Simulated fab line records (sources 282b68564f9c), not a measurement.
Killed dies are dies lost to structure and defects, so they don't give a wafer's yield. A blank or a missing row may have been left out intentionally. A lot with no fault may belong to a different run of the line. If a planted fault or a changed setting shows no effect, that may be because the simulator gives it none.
Problem report, 8D (eight disciplines) form, completed by code -- flow ritCmos -- the parts of the form that need people (team, actions taken, sign-off) are left out

1. PROBLEM STATEMENT
Across 6 wafers from 2 lots, ACTIVE_OXIDE_THK at RIT_ACTIVE_THK_MEAS_02 averages 33.8 nm, while fault-free wafers read 46.6 nm with a standard deviation of 0.87. Relative to the usual mean, that is a shift of -15 standard deviations.
First seen on wafer L341.3, day 5 16:05, on filmMetro-02. Wafers with a number at this step in the record: 42, from 14 lots. By rule, "out" or "out of limits" means more than 4 standard deviations away from the usual mean. The rest of the wafers with a number are treated as sound.

2. WHAT IT IS; WHAT IT IS NOT
question,is,is not
which readings at this step,ACTIVE_OXIDE_THK,-
which lots,"L341, L342","L321, L322, L323, L324, L325, L326, L327, L329, L331, L333, L336, L343"
which wafers of those lots,all that have a number,-
read on which gauges,filmMetro-02,"filmMetro-01, filmMetro-04"
when,from day 5 16:05,up to then (33 sound wafers); but 3 sound wafers of L343 came after

3. THE SUSPECTS, EACH WITH WHAT RULES IT OUT
Counting: any tool at a process step up to the reading is kept as a suspect provided that every lot that is out went through it and no sound lot did after the first of them.
- the gauge at RIT_ACTIVE_THK_MEAS_02: ruled out. All the wafers that are out were read on filmMetro-02, but those of them that RIT_ACTIVE_OXIDATION_01 has rows for are out there too, on other tools.
- furnace-02 at RIT_ACTIVE_OXIDATION_01 (target thk 46.8 nm, ox time 3360 s): kept. Every lot that is out went through it, starting with L341 (day 5 14:08), and after that it ran no sound lot; the last sound lot it ran before then is L333 (day 3 22:42). On those wafers its own readings are out: spikeTcCentreC, spikeTcLoadC, spikeTcSourceC, tubeCenterTempC, tube_center_temp_C_max.
Left after counting: furnace-02 at RIT_ACTIVE_OXIDATION_01.

4. THE CAUSE (what the simulator had put in)
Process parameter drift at RIT_ACTIVE_OXIDATION_01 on furnace-02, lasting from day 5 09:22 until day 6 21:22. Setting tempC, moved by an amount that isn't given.
Only this tool survived the counting.

5. THE CHAIN OF EFFECTS, in route order
Each row: a reading whose mean over the struck wafers that have a number lies more than 3 standard deviations from the usual. Only readings whose record carries a usual standard deviation are examined. hours: median over the lots of the time between each lot's start at the first step of this table that gives one and its start at this step. sigmas: the change, counted in usual standard deviations.
hours,step,reading,usual,on struck wafers,change,sigmas
0,RIT_ACTIVE_OXIDATION_01,spikeTcCentreC,1002.7 C,962.5,-40.2,-37
0,RIT_ACTIVE_OXIDATION_01,spikeTcLoadC,1027.4 C,985.2,-42.2,-23
0,RIT_ACTIVE_OXIDATION_01,spikeTcSourceC,1029.8 C,990.2,-39.6,-18
0,RIT_ACTIVE_OXIDATION_01,tubeCenterTempC,1000.0 C,960.1,-39.9,-99 or more
0,RIT_ACTIVE_OXIDATION_01,tube_center_temp_C_max,1002.6,962.7,-39.9,-83
2,RIT_ACTIVE_THK_MEAS_02,ACTIVE_OXIDE_THK,46.6 nm,33.8,-12.8,-15
Its process steps:
- RIT_ACTIVE_OXIDATION_01: target thk 46.8 nm, ox time 3360 s.

6. WHAT WOULD HAVE CAUGHT IT SOONER
7 hours passed between the start of the fault at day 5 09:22 and the first reading out of limits at a measuring or inspecting step in this record, taken at day 5 16:05.
Tool's own readings at RIT_ACTIVE_OXIDATION_01, spikeTcCentreC, spikeTcLoadC, spikeTcSourceC, tubeCenterTempC, tube_center_temp_C_max: out on all struck wafers the step has rows for; an alarm limit on them would have tripped on the first.
Lots out: 2; of these, L342 started RIT_ACTIVE_OXIDATION_01 on furnace-02 after day 5 16:05. A tool hold placed at that time would have kept it from harm.
